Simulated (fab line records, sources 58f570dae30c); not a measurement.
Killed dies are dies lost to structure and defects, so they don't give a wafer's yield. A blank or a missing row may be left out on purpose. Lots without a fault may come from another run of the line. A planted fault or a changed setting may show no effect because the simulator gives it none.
Tool commonality check | flow berkeley_cmos170 | 15 lots, 45 wafers sampled

WHY IT WAS OPENED
At UCB170_V2_THK_MEAS_04 the reading V2_POLISHED_THK is flagged on 3 of 15 lots. Wafers without a fault read 999.9 nm, standard deviation 1.3.
Rule: a lot is flagged when every wafer of it that has a number lies more than 4 standard deviations from that mean, or none has a number. The other lots count as sound.

lot  | measured     | on            | V2_POLISHED_THK (nm), wafer by wafer | flag
L676 | day 8 01:37  | film_metro-03 | 1000.8 1000.4 1000.9                 |
L674 | day 8 01:53  | film_metro-04 | 1004.1 1001.7 1000.6                 |
L685 | day 9 18:23  | film_metro-03 | 1000.3 1001.6 999.8                  |
L683 | day 9 18:26  | film_metro-04 | 1986.4 2024.6 2018.0                 | FLAGGED
L684 | day 9 18:41  | film_metro-02 | 1995.6 1979.0 2018.7                 | FLAGGED
L682 | day 9 18:43  | film_metro-03 | 2013.6 2008.0 2011.8                 | FLAGGED
L686 | day 9 18:59  | film_metro-04 | 1001.0 1001.9 998.7                  |
L687 | day 10 14:58 | film_metro-02 | 999.4 998.4 1001.6                   |
L691 | day 10 20:09 | film_metro-04 | 998.1 1001.9 999.3                   |
L693 | day 11 01:00 | film_metro-03 | 1000.3 1001.2 998.2                  |
L694 | day 11 03:35 | film_metro-04 | 998.0 1000.1 999.4                   |
L692 | day 11 07:35 | film_metro-03 | 998.5 999.8 1001.3                   |
L695 | day 11 21:43 | film_metro-04 | 1002.0 1002.5 1000.3                 |
L697 | day 12 03:31 | film_metro-02 | 998.1 1000.8 1001.7                  |
L696 | day 12 04:06 | film_metro-02 | 1001.4 1002.4 1001.4                 |
The numbers of the flagged lots are 2006.2 nm on average: +1006.3 nm against the usual, or +99 or more standard deviations.

WHICH TOOL RAN EACH LOT
The record holds 1 process step before the reading, out of a route of 331 steps. In each cell: the tool, then ch and the chambers that the sampled wafers went through, then the start.
lot  | flag    | UCB170_V2_CMP_02
L676 |         | cmp-02 ch 1,2,3, day 8 01:12
L674 |         | cmp-01 ch 1,3, day 8 01:28
L685 |         | cmp-01 ch 1,3, day 9 18:01
L683 | FLAGGED | cmp-02 ch 1,3, day 9 18:03
L684 | FLAGGED | cmp-01 ch 1,2, day 9 18:16
L682 | FLAGGED | cmp-02 ch 1,3, day 9 18:21
L686 |         | cmp-01 ch 0,1,3, day 9 18:34
L687 |         | cmp-01 ch 0,1,3, day 10 14:33
L691 |         | cmp-01 ch 1,2, day 10 19:43
L693 |         | cmp-01 ch 0,2,3, day 11 00:41
L694 |         | cmp-01 ch 1,2,3, day 11 03:15
L692 |         | cmp-01 ch 1,2,3, day 11 07:16
L695 |         | cmp-01 ch 0,1,3, day 11 21:18
L697 |         | cmp-01 ch 0,1,3, day 12 03:11
L696 |         | cmp-01 ch 1,2, day 12 03:44
What these steps do:
- UCB170_V2_CMP_02: polishes SiO2.
- UCB170_V2_THK_MEAS_04

FLAGGED OVER TOTAL, TOOL BY TOOL (the gauges that took the reading come last)
step                  | tool          | lots run | flagged | share of the flagged lots | sound lots run after its first flagged lot
UCB170_V2_CMP_02      | cmp-01        | 12       | 1       | some                      | 9 (L686,L687,L691,L693,L694,L692,L695,L697,L696)
UCB170_V2_CMP_02      | cmp-02        | 3        | 2       | some                      | 0
UCB170_V2_THK_MEAS_04 | film_metro-02 | 4        | 1       | some                      | 3 (L687,L697,L696)
UCB170_V2_THK_MEAS_04 | film_metro-03 | 5        | 1       | some                      | 2 (L693,L692)
UCB170_V2_THK_MEAS_04 | film_metro-04 | 6        | 1       | some                      | 4 (L686,L691,L694,L695)

WHAT THE TABLE ALLOWS
No row of the table ran every flagged lot.

WHAT THE SIMULATOR HAD PUT IN
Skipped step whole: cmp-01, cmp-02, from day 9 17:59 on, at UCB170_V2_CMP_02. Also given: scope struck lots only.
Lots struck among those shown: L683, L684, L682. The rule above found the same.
